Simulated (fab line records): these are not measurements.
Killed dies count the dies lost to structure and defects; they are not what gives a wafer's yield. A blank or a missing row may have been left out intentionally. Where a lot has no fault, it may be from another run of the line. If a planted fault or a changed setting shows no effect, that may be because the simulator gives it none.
Which tool did it? ; flow berkeley-cmos170 ; 15 lots, 45 wafers sampled, at 4 steps of a route of 331

WHAT THE GAUGES SHOWED, per wafer
UCB170_PLDD_OVL_MEAS_07.
lot;measured;on;PLDD_OVL (nm)
L361;day 6 19:29;overlay-01;-4 -2 -4
L362;day 7 04:56;overlay-01;-2 -6 0
L364;day 7 05:12;overlay-01;-8 -2 -4
L367;day 7 23:54;overlay-01;-4 -5 -14
L365;day 8 00:37;overlay-01;2 1 3
L371;day 8 10:58;overlay-01;0 -2 4
L370;day 8 12:02;overlay-01;1 6 6
L374;day 9 13:56;overlay-01;15 2 -1
L372;day 9 14:58;overlay-02;1 10 7
L373;day 9 15:13;overlay-01;6 1 0
L378;day 10 13:02;overlay-02;-8 -5 -1
L381;day 11 01:34;overlay-01;4 1 1
L383;day 11 01:37;overlay-01;-9 -7 -5
L382;day 11 01:54;overlay-01;4 -1 3
L384;day 11 08:38;overlay-01;4 -6 -4

UCB170_V2_CD_MEAS_12: the cd target is 700 nm.
lot;measured;on;cd-nm (nm)
L361;day 8 03:34;cd-sem-02;700.9 701.6 700.5
L362;day 8 15:37;cd-sem-01;698.7 699.5 699.9
L364;day 8 12:47;cd-sem-02;700.2 700.8 702.4
L367;day 9 07:58;cd-sem-01;700.3 701.2 699.8
L365;day 9 08:19;cd-sem-02;700.5 700.5 699.3
L371;day 9 20:22;cd-sem-01;698.3 699.5 698.2
L370;day 9 20:48;cd-sem-02;699.9 700.1 701.4
L374;day 11 05:07;cd-sem-02;700.5 701.1 700.9
L372;day 11 07:40;cd-sem-01;700.2 701.6 699.5
L373;day 11 07:26;cd-sem-01;698.1 700.3 699.0
L378;day 11 21:05;cd-sem-01;698.9 700.7 699.2
L381;day 12 09:09;cd-sem-01;698.1 696.9 698.0
L383;day 12 11:40;cd-sem-01;700.3 701.3 701.6
L382;day 12 10:37;cd-sem-01;701.6 700.7 701.6
L384;day 12 19:54;cd-sem-02;701.1 701.7 700.5

UCB170_M3_BOW_MEAS_20.
lot;measured;on;M3_BOW (um)
L361;day 8 06:58;film-metro-02;28 36 34
L362;day 8 19:29;film-metro-02;33 45 40
L364;day 8 16:23;film-metro-04;22 32 39
L367;day 9 11:23;film-metro-04;31 31 21
L365;day 9 11:49;film-metro-04;34 26 33
L371;day 10 01:32;film-metro-04;39 31 36
L370;day 10 01:44;film-metro-02;33 33 45
L374;day 11 08:11;film-metro-03;31 33 35
L372;day 11 11:57;film-metro-04;33 47 40
L373;day 11 11:19;film-metro-03;35 26 29
L378;day 12 00:17;film-metro-02;33 35 35
L381;day 12 12:32;film-metro-02;30 56 48
L383;day 12 15:39;film-metro-03;27 47 44
L382;day 12 13:48;film-metro-03;41 26 23
L384;day 12 23:05;film-metro-04;37 44 30

WHICH TOOL RAN EACH LOT (tool, then ch and the chambers of the sampled wafers, then the start)
lot;UCB170_M3_PRE_CLEAN_00
L361;pvd-sputter-02, day 8 04:07
L362;pvd-sputter-01, day 8 16:10
L364;pvd-sputter-04, day 8 13:20
L367;pvd-sputter-01, day 9 08:30
L365;pvd-sputter-02, day 9 08:53
L371;pvd-sputter-04, day 9 20:55
L370;pvd-sputter-01, day 9 21:25
L374;pvd-sputter-02, day 11 05:40
L372;pvd-sputter-01, day 11 08:11
L373;pvd-sputter-04, day 11 08:00
L378;pvd-sputter-02, day 11 21:37
L381;pvd-sputter-02, day 12 09:41
L383;pvd-sputter-04, day 12 12:14
L382;pvd-sputter-01, day 12 11:10
L384;pvd-sputter-01, day 12 20:28
- UCB170_M3_PRE_CLEAN_00: preclean etch time 60 s.

WHAT THE TOOLS THEMSELVES READ (means of the sampled wafers that have a number; where no wafer has one, the mark that the record gives instead)
The record holds no such reading with a usual standard deviation.

THE ANSWER, worked out from the rows above alone
Rule: usual is defined by the lots themselves. The widest of any qualifying gaps counts: lots, ordered by their means at a reading, are off when they make up no more than a third of the lots, leave a main group of 4 or more, and stand apart from it by 3 or more times the standard deviation of that group's means. If all means in a main group match to the digits the tables above print for the reading, that group is not used. A lot without any number at a reading at which 4 lots or more have one is off too. All remaining lots with rows at the step are treated as sound. After the gauges, taken in route order, come the tools' own readings; for these a lot's mean is taken, as printed above. At the first step where some lot is off, the reading lying furthest off is the one used; lots without a number count as furthest.
No lot is off at any reading shown: from this, nothing can be told.

WHAT HAD BEEN PUT IN BY THE SIMULATOR
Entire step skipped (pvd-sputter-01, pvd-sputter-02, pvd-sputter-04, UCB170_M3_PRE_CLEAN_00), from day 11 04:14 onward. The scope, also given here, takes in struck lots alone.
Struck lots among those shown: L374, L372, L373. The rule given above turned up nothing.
